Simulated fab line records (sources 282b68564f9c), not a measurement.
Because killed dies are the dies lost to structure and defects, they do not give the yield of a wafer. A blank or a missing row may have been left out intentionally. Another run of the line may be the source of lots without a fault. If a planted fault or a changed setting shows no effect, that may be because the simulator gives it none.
Struck lot and sound lot, side by side    flow rit cmos    18 out of 202 route steps
Sound: wafers L274.1, L274.2, L274.4. Struck: wafers L277.3, L277.4, L277.5. The cause comes at the end.
At each step with rows: each side's tool, then ch and its chambers, then its first start. Under that, the readings that differ: sound wafers    struck wafers    difference of the means    sigmas: that difference in standard deviations of wafers without a fault.
alike: words and numbers the same on both sides, and readings whose means are apart by under 2 such deviations; not compared: readings that were withheld, readings missing a value for some wafer, numbers with overlapping values and no deviation given by the record, and bounds like >300 which may hide the same value.
Wherever a step has rows on one side only, a row that says differs or no value, or a row with sigmas, the two part there. Non-overlapping numbers with no deviation appear without sigmas and do not part them. A reading missing from all wafers of one side parts the sides only when that side holds two or more wafers.

first, 2 steps without rows for these wafers: RIT_PWELL_PEB_04; RIT_PWELL_DEVELOP_05 (develop time 68 s).
RIT_PWELL_OVL_MEAS_06:
  sound: overlay-02 at day 2 03:26; struck: overlay-02 at day 2 18:44
  alike: PWELL_OVL
then, 2 steps without rows for these wafers: RIT_PWELL_HARDBAKE_07 (time 120 s); RIT_PWELL_IMPLANT_08.
RIT_PWELL_STRIP_09: strips in O2, time 180 s.
  sound on plasma asher-03 ch 0,1, day 2 03:52; struck on plasma asher-01 ch 0,1, day 2 19:13
  alike: drypump motor current A
  not compared: rf hours counter h
RIT_PWELL_TW_MEAS_10:
  sound: film metro-02 at day 2 04:03; struck: film metro-04 at day 2 19:22
reading   sound        struck       difference  sigmas
PWELL_TW  933 925 929  956 953 949  +24         +3
then, 1 step without rows for these wafers: RIT_WELLDRIVE_ANNEAL_00 (time 14700 s).
RIT_WELLDRIVE_RS_MEAS_01: measurement is done with a four-point probe.
  sound: film metro-01 at day 2 09:31; struck: film metro-04 at day 3 00:31
  alike: NWELL_RS
RIT_WELLDRIVE_RS_MEAS_02: measurement is done with a four-point probe.
  sound: film metro-01 at day 2 09:38; struck: film metro-04 at day 3 00:38
  alike: PWELL_RS
then, 2 steps without rows for these wafers: RIT_NRETRO_HMDS_00 (prime time 60 s); RIT_NRETRO_COAT_01 (resist thk 1300 nm).
RIT_NRETRO_SOFTBAKE_02: time 60 s.
  sound on litho track-03 ch 0, day 2 10:04; struck on litho track-03 ch 0, day 3 01:04
reading                   sound              struck             difference  sigmas
heater power total W (W)  34.58 34.59 34.60  32.52 32.56 32.53  -2.05       -39
plate temp C (C)          89.72 89.83 89.72  86.44 86.35 86.18  -3.43       -25
  alike: exhaust pa
then, 2 steps without rows for these wafers: RIT_NRETRO_EXPOSE_03 (exposes mask M4, target cd 43900 nm); RIT_NRETRO_PEB_04.
RIT_NRETRO_DEVELOP_05: develop time 68 s.
  sound: litho track-02 ch 0; struck: litho track-04 ch 0
reading                                      sound           struck          difference  sigmas
model.NOVOLAK_of_NRETRO_COAT_01.thk nm (nm)  1301 1300 1298  1314 1317 1314  +15         
  alike: exhaust pa
RIT_NRETRO_OVL_MEAS_06:
  sound: overlay-01 at day 2 10:46; struck: overlay-02 at day 3 01:44
  alike: NRETRO_OVL
then, 1 step without rows for these wafers: RIT_M1_PROBE_99.

## WHERE THEY PART
At RIT_PWELL_TW_MEAS_10 first; at RIT_NRETRO_SOFTBAKE_02 last (within this record only). Later steps at which nothing parts them and some readings are alike: RIT_NRETRO_DEVELOP_05, RIT_NRETRO_OVL_MEAS_06.

WHY: what had been put in by the simulator
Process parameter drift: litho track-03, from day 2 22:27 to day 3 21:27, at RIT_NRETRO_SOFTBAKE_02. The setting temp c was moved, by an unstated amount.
